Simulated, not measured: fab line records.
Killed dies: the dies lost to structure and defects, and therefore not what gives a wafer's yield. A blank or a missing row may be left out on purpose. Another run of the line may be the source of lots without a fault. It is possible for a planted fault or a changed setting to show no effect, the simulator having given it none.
fab line records    flow rit-cmos
[record] lots = 5  wafers = 23
route steps=202 shown PSD@144 SILICIDE@162 CONTACT@171 M1@190
start-h: the number of hours between the record's first day and the start of the first shown wafer of the lot    wait-h: how many hours have passed since the lot's step before this one    " the same as in the row above    L1.1+2: a row that stands for several wafers    - no value, or no start given    * or withheld: withheld    < > ~ a bound
route shown NAME@n: names a module that has steps shown in the file, with the first one's number in the route    usual: average and standard deviation across the fault-free wafers    same: alike in all rows    chamber/n: place in a boat    sites: the reading at each site    _std_site: how widely they spread, as a standard deviation    _edge_site: the outer-site mean with the inner-site mean subtracted    radius-mm: for every site, how far away it sits from the centre of the wafer    mask NAME#n: copy n    behind: the most recent tool/chamber to have shaped the wafer    hold: what put the lot on hold/how long, in hours/how the hold closed    device: which transistor (n, p or np) failed to switch    end of line: tests of these same wafers at the route's end    a step given without rows: its recipe and nothing more    killed: not the wafer's yield, but the dies lost to structure and defects at the first sort    map: shows each die of a wafer: x if killed, . if not, _ if none is there
set.NAME: the run value of the setting; set.NAME@STEP: its run value at that earlier step    model.NAME: the simulator's own value behind a step, which no gauge read
lots run with intentionally changed settings; tables by step, rows by wafer
[[steps]]
[step RIT_PSD_SOFTBAKE_02]
[recipe] resist = NOVOLAK  temp-c = 90  time-s = 60
lot.wafer   tool            chamber  start-h  wait-h  set.temp-c
L078.1+4    litho-track-02  0        71.16    0.1     90
L078.3+5+6  "               0        "        "       90.96
L080.2+5    litho-track-02  0        83.33    0.1     90
L080.3+4+6  "               0        "        "       88.08
L082.1+5+6  litho-track-03  0        95.73    0.1     90
L084.2+4+5  litho-track-01  0        103.92   0.1     87.19
L084.3+6    "               0        "        "       90
L085.1+2+3  litho-track-01  0        105.86   0.1     88.12
L085.5+6    "               0        "        "       90
[step RIT_PSD_EXPOSE_03]
[recipe] mask-id = M10  na = 0.57  target-cd-nm = 40900  dose-mj = 250
[step RIT_PSD_PEB_04]
[recipe] resist = NOVOLAK  temp-c = withheld  time-s = withheld
[step RIT_PSD_DEVELOP_05]
[recipe] resist = NOVOLAK  develop-time-s = 50  dev-temp-c = 23
lot.wafer  tool            chamber  start-h  wait-h  set.temp-c@PSD_SOFTBAKE_02  model.NOVOLAK_of_PSD_COAT_01.thk-nm
L078.1     litho-track-02  0        -        -       90                          1007
L078.3     "               0        "        "       90.96                       1005
L078.4     "               0        "        "       90                          1009
L078.5     "               0        "        "       90.96                       1000
L078.6     "               0        "        "       90.96                       1002
L080.2     litho-track-03  0        -        -       90                          996.9
L080.3     "               0        "        "       88.08                       1001
L080.4     "               0        "        "       88.08                       1002
L080.5     "               0        "        "       90                          995.5
L080.6     "               0        "        "       88.08                       1003
L082.1     litho-track-03  0        -        -       90                          1004
L082.5     "               0        "        "       90                          1002
L082.6     "               0        "        "       90                          1006
L084.2     litho-track-03  0        -        -       87.19                       1006
L084.3+6   "               0        "        "       90                          1000
L084.4     "               0        "        "       87.19                       1009
L084.5     "               0        "        "       87.19                       1008
L085.1     litho-track-01  0        -        -       88.12                       1003
L085.2     "               0        "        "       88.12                       1006
L085.3     "               0        "        "       88.12                       1005
L085.5     "               0        "        "       90                          995.3
L085.6     "               0        "        "       90                          1001
[step RIT_SILICIDE_SPUTTER_01]
[recipe] material = Ti  target-thk-nm = 30  power-w = 350  chamber-pressure-pa = 0.667  gas = Ar  time-s = 240  substrate-temp-c = 25
lot.wafer  tool            chamber  start-h  wait-h  set.time-s  model.Ti_of_SILICIDE_SPUTTER_01.thk-nm
L078.1+5   pvd-sputter-01  -        73.25    0.0     240         30.55
L078.3     "               -        "        "       240         30.43
L078.4     "               -        "        "       212.1       26.96
L078.6     "               -        "        "       212.1       26.87
L080.2     pvd-sputter-01  -        85.36    0.0     240         29.95
L080.3+5   "               -        "        "       221.5       27.81
L080.4     "               -        "        "       240         30.21
L080.6     "               -        "        "       240         29.92
L082.1     pvd-sputter-01  -        97.81    0.0     240         30.12
L082.5     "               -        "        "       240         30.72
L082.6     "               -        "        "       240         30.3
L084.2     pvd-sputter-01  -        106.09   0.0     240         30.23
L084.3     "               -        "        "       223.8       28.65
L084.4     "               -        "        "       223.8       28.39
L084.5     "               -        "        "       240         30.29
L084.6     "               -        "        "       240         30.34
L085.1     pvd-sputter-02  -        108.04   0.0     218.6       27.16
L085.2     "               -        "        "       218.6       27.65
L085.3     "               -        "        "       240         29.84
L085.5     "               -        "        "       218.6       27.11
L085.6     "               -        "        "       240         30.43
[step RIT_SILICIDE_RS_MEAS_02]
[recipe] thk-meas-gauge = four-point-probe  reads = Ti_of_SILICIDE_SPUTTER_01
[usual] SILICIDE_TI_RS = 47.5/0.6
lot.wafer  tool           chamber  start-h  wait-h  set.time-s@SILICIDE_SPUTTER_01  SILICIDE_TI_RS[ohm/sq]
L078.1     film-metro-02  -        73.40    0.1     240                             46.8
L078.3     "              -        "        "       240                             47.1
L078.4     "              -        "        "       212.1                           54.8
L078.5     "              -        "        "       240                             46.8
L078.6     "              -        "        "       212.1                           55.0
L080.2     film-metro-01  -        85.53    0.1     240                             48.0
L080.3     "              -        "        "       221.5                           52.7
L080.4     "              -        "        "       240                             47.7
L080.5     "              -        "        "       221.5                           52.6
L080.6     "              -        "        "       240                             48.1
L082.1     film-metro-01  -        97.96    0.1     240                             47.8
L082.5     "              -        "        "       240                             46.5
L082.6     "              -        "        "       240                             47.3
L084.2     film-metro-01  -        106.26   0.1     240                             47.5
L084.3     "              -        "        "       223.8                           50.8
L084.4     "              -        "        "       223.8                           51.3
L084.5     "              -        "        "       240                             47.3
L084.6     "              -        "        "       240                             47.4
L085.1     film-metro-02  -        108.19   0.1     218.6                           54.2
L085.2     "              -        "        "       218.6                           53.1
L085.3     "              -        "        "       240                             48.2
L085.5     "              -        "        "       218.6                           54.5
L085.6     "              -        "        "       240                             47.0
[step RIT_SILICIDE_THK_MEAS_03]
[recipe] thk-meas-gauge = xrf  reads = Ti_of_SILICIDE_SPUTTER_01
[usual] SILICIDE_TI_THK = 30.2/0.35
lot.wafer  tool           chamber  start-h  wait-h  set.time-s@SILICIDE_SPUTTER_01  SILICIDE_TI_THK[nm]
L078.1     film-metro-02  -        73.52    0.1     240                             30.7
L078.3     "              -        "        "       240                             30.5
L078.4     "              -        "        "       212.1                           27.0
L078.5     "              -        "        "       240                             30.6
L078.6     "              -        "        "       212.1                           27.2
L080.2     film-metro-01  -        85.64    0.1     240                             29.8
L080.3     "              -        "        "       221.5                           27.7
L080.4     "              -        "        "       240                             29.9
L080.5     "              -        "        "       221.5                           27.7
L080.6     "              -        "        "       240                             29.8
L082.1     film-metro-01  -        98.08    0.1     240                             30.0
L082.5     "              -        "        "       240                             30.7
L082.6     "              -        "        "       240                             30.4
L084.2     film-metro-01  -        106.37   0.1     240                             30.2
L084.3     "              -        "        "       223.8                           28.5
L084.4     "              -        "        "       223.8                           28.5
L084.5     "              -        "        "       240                             30.3
L084.6     "              -        "        "       240                             30.5
L085.1     film-metro-02  -        108.31   0.1     218.6                           27.1
L085.2     "              -        "        "       218.6                           27.9
L085.3     "              -        "        "       240                             29.8
L085.5     "              -        "        "       218.6                           27.4
L085.6     "              -        "        "       240                             30.6
[step RIT_CONTACT_COAT_03]
[recipe] resist = NOVOLAK  spin-rpm = 3250  resist-thk-nm = 1000
lot.wafer   tool            chamber  start-h  wait-h  set.resist-thk-nm  model.NOVOLAK_of_CONTACT_COAT_03.thk-nm
L078.1      litho-track-03  0        74.06    0.1     1048               1046
L078.3      "               0        "        "       1000               994.3
L078.4+6    "               0        "        "       1048               1044
L078.5      "               0        "        "       1000               994.1
L080.2+3+4  litho-track-03  0        86.15    0.1     1000               1005
L080.5+6    "               0        "        "       1000               1007
L082.1      litho-track-03  0        98.58    0.1     1000               998.7
L082.5      "               0        "        "       1000               995.2
L082.6      "               0        "        "       1000               992.1
L084.2      litho-track-01  0        106.93   0.1     1000               1000
L084.3      "               0        "        "       1000               1001
L084.4      "               0        "        "       1000               1004
L084.5+6    "               0        "        "       1000               1002
L085.1      litho-track-03  0        108.94   0.1     1000               998.9
L085.2+5    "               0        "        "       1036               1034
L085.3      "               0        "        "       1036               1031
L085.6      "               0        "        "       1000               1002
[step RIT_CONTACT_SOFTBAKE_04]
[recipe] resist = NOVOLAK  temp-c = 90  time-s = 60
[step RIT_CONTACT_EXPOSE_05]
[recipe] mask-id = M11  na = 0.6  source-shape = conventional  sigma-outer = 0.5  target-cd-nm = 1000  dose-mj = 250
[step RIT_CONTACT_HARDBAKE_10]
[recipe] resist = NOVOLAK  temp-c = 140  time-s = 60
lot.wafer  tool            chamber  start-h  wait-h  set.resist-thk-nm@CONTACT_COAT_03  model.NOVOLAK_of_CONTACT_COAT_03.thk-nm
L078.1     litho-track-01  0        75.18    0.0     1048                               923.4
L078.3     "               0        "        "       1000                               878.4
L078.4     "               0        "        "       1048                               921.5
L078.5     "               0        "        "       1000                               878.2
L078.6     "               0        "        "       1048                               921.8
L080.2     litho-track-04  0        87.17    0.1     1000                               887.5
L080.3     "               0        "        "       1000                               888.1
L080.4     "               0        "        "       1000                               887.7
L080.5     "               0        "        "       1000                               889.5
L080.6     "               0        "        "       1000                               889.1
L082.1     litho-track-01  0        99.56    0.0     1000                               882.1
L082.5     "               0        "        "       1000                               879.1
L082.6     "               0        "        "       1000                               876.4
L084.2     litho-track-01  0        108.02   0.0     1000                               883.5
L084.3     "               0        "        "       1000                               884.6
L084.4     "               0        "        "       1000                               886.7
L084.5     "               0        "        "       1000                               885.1
L084.6     "               0        "        "       1000                               884.9
L085.1     litho-track-03  0        110.04   0.0     1000                               882.3
L085.2     "               0        "        "       1036                               912.9
L085.3     "               0        "        "       1036                               910.7
L085.5     "               0        "        "       1036                               913.1
L085.6     "               0        "        "       1000                               885.1
[step RIT_CONTACT_ETCH_11]
[recipe] target-depth-a = 4800  over-etch-frac = 0.2  stop-on = TiSi2  chemistry = CHF3/CF4/Ar  target = SiO2  CHF3_flow_sccm = 50  cf4-flow-sccm = 10  Ar_flow_sccm = 100  O2_flow_sccm = 5  pressure-mtorr = 100  rf-w = 200  time-s = 320
lot.wafer  tool         chamber  start-h  wait-h  set.resist-thk-nm@CONTACT_COAT_03  model.NOVOLAK_of_CONTACT_COAT_03.thk-nm
L078.1     rie-diel-02  3        75.33    0.1     1048                               806.3
L078.3     "            0        "        "       1000                               763.9
L078.4     "            2        "        "       1048                               807.9
L078.5     "            3        "        "       1000                               760.9
L078.6     "            2        "        "       1048                               807.5
L080.2     rie-diel-01  1        87.29    0.1     1000                               775.1
L080.3     "            2        "        "       1000                               775.8
L080.4     "            1        "        "       1000                               775.5
L080.5     "            2        "        "       1000                               776.3
L080.6     "            0        "        "       1000                               774
L082.1     rie-diel-03  2        99.71    0.1     1000                               765.3
L082.5     "            1        "        "       1000                               768.8
L082.6     "            2        "        "       1000                               759.6
L084.2     rie-diel-01  1        108.15   0.1     1000                               768.9
L084.3     "            2        "        "       1000                               771.1
L084.4     "            0        "        "       1000                               771
L084.5     "            0        "        "       1000                               768.6
L084.6     "            1        "        "       1000                               770.1
L085.1     rie-diel-02  1        110.19   0.1     1000                               765.6
L085.2     "            0        "        "       1036                               799.6
L085.3     "            2        "        "       1036                               794.9
L085.5     "            3        "        "       1036                               793.7
L085.6     "            2        "        "       1000                               768.2
[step RIT_M1_EXPOSE_06]
[recipe] mask-id = M12  na = 0.6  source-shape = conventional  sigma-outer = 0.5  target-cd-nm = 2600  dose-mj = 250
lot.wafer       tool              chamber  start-h  wait-h  mask   set.dose-mj
L078.1+3+4      iline-stepper-02  0        77.11    0.1     M12#0  235.9
L078.5+6        "                 0        "        "       M12#0  250
L080.2+5+6      iline-stepper-02  0        89.07    0.1     M12#0  250
L080.3+4        "                 0        "        "       M12#0  262.6
L082.1+5+6      iline-stepper-01  0        101.47   0.1     M12#0  250
L084.2+3+4+5+6  iline-stepper-02  0        109.93   0.1     M12#0  250
L085.1+2+3      iline-stepper-02  0        112.48   0.1     M12#0  250
L085.5+6        "                 0        "        "       M12#0  263.2
[[key]]
[split] step = RIT_PSD_SOFTBAKE_02  setting = temp-c  stated = 90  by = wafer
[response] step = RIT_PSD_DEVELOP_05  reading = model.NOVOLAK_of_PSD_COAT_01.thk-nm  change = -2.77  per = 1%  r = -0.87
[split] step = RIT_SILICIDE_SPUTTER_01  setting = time-s  stated = 240  by = wafer
[response] step = RIT_SILICIDE_SPUTTER_01  reading = model.Ti_of_SILICIDE_SPUTTER_01.thk-nm  change = +0.3  per = 1%  r = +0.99
[response] step = RIT_SILICIDE_RS_MEAS_02  reading = SILICIDE_TI_RS  change = -0.659  per = 1%  r = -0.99
[response] step = RIT_SILICIDE_THK_MEAS_03  reading = SILICIDE_TI_THK  change = +0.294  per = 1%  r = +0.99
[split] step = RIT_CONTACT_COAT_03  setting = resist-thk-nm  stated = 1000  by = wafer
[response] step = RIT_CONTACT_COAT_03  reading = model.NOVOLAK_of_CONTACT_COAT_03.thk-nm  change = +9.96  per = 1%  r = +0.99
[response] step = RIT_CONTACT_HARDBAKE_10  reading = model.NOVOLAK_of_CONTACT_COAT_03.thk-nm  change = +8.71  per = 1%  r = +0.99
[response] step = RIT_CONTACT_ETCH_11  reading = model.NOVOLAK_of_CONTACT_COAT_03.thk-nm  change = +8.89  per = 1%  r = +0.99
[split] step = RIT_M1_EXPOSE_06  setting = dose-mj  stated = 250  by = wafer
response none in this file
